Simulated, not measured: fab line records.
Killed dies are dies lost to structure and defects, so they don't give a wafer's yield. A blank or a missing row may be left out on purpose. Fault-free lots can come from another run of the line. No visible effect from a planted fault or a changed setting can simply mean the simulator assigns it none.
The tool behind it: which one? ; flow berkeley_cmos170 ; 12 lots with 36 wafers sampled at 5 steps, on a route of 331 steps

== WHAT THE GAUGES SHOWED, per wafer ==
UCB170_NWELL_THK_MEAS_02.
lot;measured;on;NWELL_OXIDE_THK (nm)
L468;day 2 06:08;film_metro-02;26.7 26.9 26.4
L469;day 2 11:34;film_metro-03;27.1 27.3 26.8
L474;day 3 06:32;film_metro-03;26.5 25.9 25.9
L473;day 3 06:33;film_metro-02;25.3 24.7 25.3
L475;day 3 19:11;film_metro-03;26.7 26.8 27.4
L477;day 4 04:32;film_metro-02;26.6 26.1 26.1
L478;day 4 04:32;film_metro-04;26.3 26.5 25.9
L480;day 4 13:10;film_metro-04;26.2 26.6 26.9
L482;day 4 21:58;film_metro-02;26.0 26.2 25.9
L486;day 5 21:21;film_metro-03;26.0 26.3 26.4
L488;day 6 09:40;film_metro-02;26.6 26.5 26.3
L491;day 7 02:00;film_metro-02;25.4 25.1 25.2

UCB170_ACTIVE_CD_MEAS_13: the cd target is 1200 nm.
lot;measured;on;cd_nm (nm)
L468;day 5 01:19;cd_sem-01;1199.0 1200.0 1199.7
L469;day 5 01:04;cd_sem-02;1202.5 1200.6 1201.0
L474;day 6 03:07;cd_sem-02;1200.7 1201.0 1200.5
L473;day 6 03:15;cd_sem-02;1200.0 1198.7 1199.3
L475;day 6 18:12;cd_sem-01;1199.3 1198.9 1199.7
L477;day 7 02:44;cd_sem-02;1200.1 1199.0 1199.7
L478;day 7 03:00;cd_sem-01;1198.9 1200.2 1199.0
L480;day 7 05:20;cd_sem-02;1198.8 1198.4 1199.2
L482;day 7 22:57;cd_sem-01;1200.8 1201.2 1200.9
L486;day 9 02:22;cd_sem-02;1202.0 1202.0 1202.2
L488;day 9 02:46;cd_sem-02;1199.0 1200.0 1200.1
L491;day 9 15:41;cd_sem-01;1200.9 1200.7 1200.6

UCB170_FIELD_THK_MEAS_91.
lot;measured;on;FIELD_OXIDE_LEFT_2_THK (nm)
L468;day 6 23:43;film_metro-01;347 346 349
L469;day 6 23:43;film_metro-02;343 351 348
L474;day 8 03:53;film_metro-01;343 344 352
L473;day 8 03:37;film_metro-01;351 349 348
L475;day 8 09:41;film_metro-03;350 355 344
L477;day 8 17:38;film_metro-02;356 355 355
L478;day 8 17:56;film_metro-02;363 356 348
L480;day 8 16:56;film_metro-02;362 362 348
L482;day 9 14:19;film_metro-01;353 362 358
L486;day 10 17:10;film_metro-02;348 351 356
L488;day 10 17:29;film_metro-01;363 365 350
L491;day 11 09:51;film_metro-02;345 351 349

UCB170_V2_CD_MEAS_12: the cd target is 700 nm.
lot;measured;on;cd_nm (nm)
L468;day 9 03:32;cd_sem-01;700.0 700.8 700.8
L469;day 9 04:58;cd_sem-01;699.6 701.1 700.4
L474;day 10 00:19;cd_sem-01;702.9 704.3 703.5
L473;day 10 02:26;cd_sem-01;705.3 705.7 706.2 705.0 705.9 705.7
L475;day 10 05:31;cd_sem-01;707.9 706.5 706.0 707.4 706.3 706.3
L477;day 10 19:49;cd_sem-02;700.6 700.3 701.5
L478;day 10 18:16;cd_sem-02;705.4 705.2 705.8 705.4 705.0 705.7
L480;day 10 16:49;cd_sem-02;698.9 699.8 698.7
L482;day 11 21:36;cd_sem-01;700.2 699.7 700.1
L486;day 12 16:13;cd_sem-02;700.7 702.2 701.6
L488;day 12 18:34;cd_sem-01;699.7 697.8 698.8
L491;day 13 03:23;cd_sem-01;700.0 700.3 699.5

== WHICH TOOL RAN EACH LOT (tool, then ch and the chambers of the sampled wafers, then the start) ==
lot;UCB170_V2_EXPOSE_09
L468;krf_scanner-01 ch 0, day 9 02:56
L469;krf_scanner-01 ch 0, day 9 04:04
L474;krf_scanner-02 ch 0, day 9 23:56
L473;krf_scanner-01 ch 0, day 10 02:03
L475;krf_scanner-01 ch 0, day 10 05:06
L477;krf_scanner-02 ch 0, day 10 19:25
L478;krf_scanner-01 ch 0, day 10 17:50
L480;krf_scanner-02 ch 0, day 10 15:58
L482;krf_scanner-02 ch 0, day 11 20:44
L486;krf_scanner-02 ch 0, day 12 15:49
L488;krf_scanner-02 ch 0, day 12 18:04
L491;krf_scanner-02 ch 0, day 13 02:16
- UCB170_V2_EXPOSE_09: exposes mask VIA2, target cd 700 nm.

== WHAT THE TOOLS THEMSELVES READ (means of the sampled wafers that have a number; where no wafer has one, the mark that the record gives instead) ==
UCB170_V2_EXPOSE_09.
lot;tool;exposure_dose_mJ_cm2
L468;krf_scanner-01;37.03
L469;krf_scanner-01;37.02
L474;krf_scanner-02;36.99
L473;krf_scanner-01;38.48
L475;krf_scanner-01;38.19
L477;krf_scanner-02;37.00
L478;krf_scanner-01;37.96
L480;krf_scanner-02;37.01
L482;krf_scanner-02;37.03
L486;krf_scanner-02;37.01
L488;krf_scanner-02;36.97
L491;krf_scanner-02;36.93

== THE ANSWER, worked out from the rows above alone ==
Rule: the usual values come from the lots themselves. Put in order of their means at a reading, lots are off if they are a third of the lots or fewer, leave a main group of 4 or more, and stand apart from it by a gap of 3 or more times the standard deviation of the main group's means; of several such gaps the widest counts. Not used: any main group whose means are identical at the precision the tables above print for the reading. Also off: a lot with no number at a reading for which 4 or more lots have one. Where the step has rows for the other lots, those lots are counted as sound. After the gauges, taken in route order, come the tools' own readings; for these a lot's mean is taken, as printed above. At the first step where some lot is off, the reading lying furthest off is the one used; lots without a number count as furthest.
Off: L473, L475, L478, at UCB170_V2_EXPOSE_09 (exposure_dose_mJ_cm2). For the main group the mean is 37.00 and the standard deviation 0.03.
A tool fits if, at that step or a process step before it, it ran every lot that is off, and no sound lot after the first of them. One candidate fits, namely krf_scanner-01 at UCB170_V2_EXPOSE_09. A fault onset in the window from L469 (day 9 04:04, its last sound lot) to L473 (day 10 02:03, its first lot off) fits.
On the lots that are off, the tool's own readings at UCB170_V2_EXPOSE_09 differ by more than 5 times the standard deviation of the sound lots' means, which bears it out; exposure_dose_mJ_cm2 reads 38.21 there versus 37.00 on the sound lots.

== WHAT WAS PUT IN BY THE SIMULATOR ==
Drift in process parameters on krf_scanner-01 at UCB170_V2_EXPOSE_09, starting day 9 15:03. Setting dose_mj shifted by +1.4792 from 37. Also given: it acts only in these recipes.
Lots struck among those shown: L473, L475, L478. The rule given above showed the same thing.
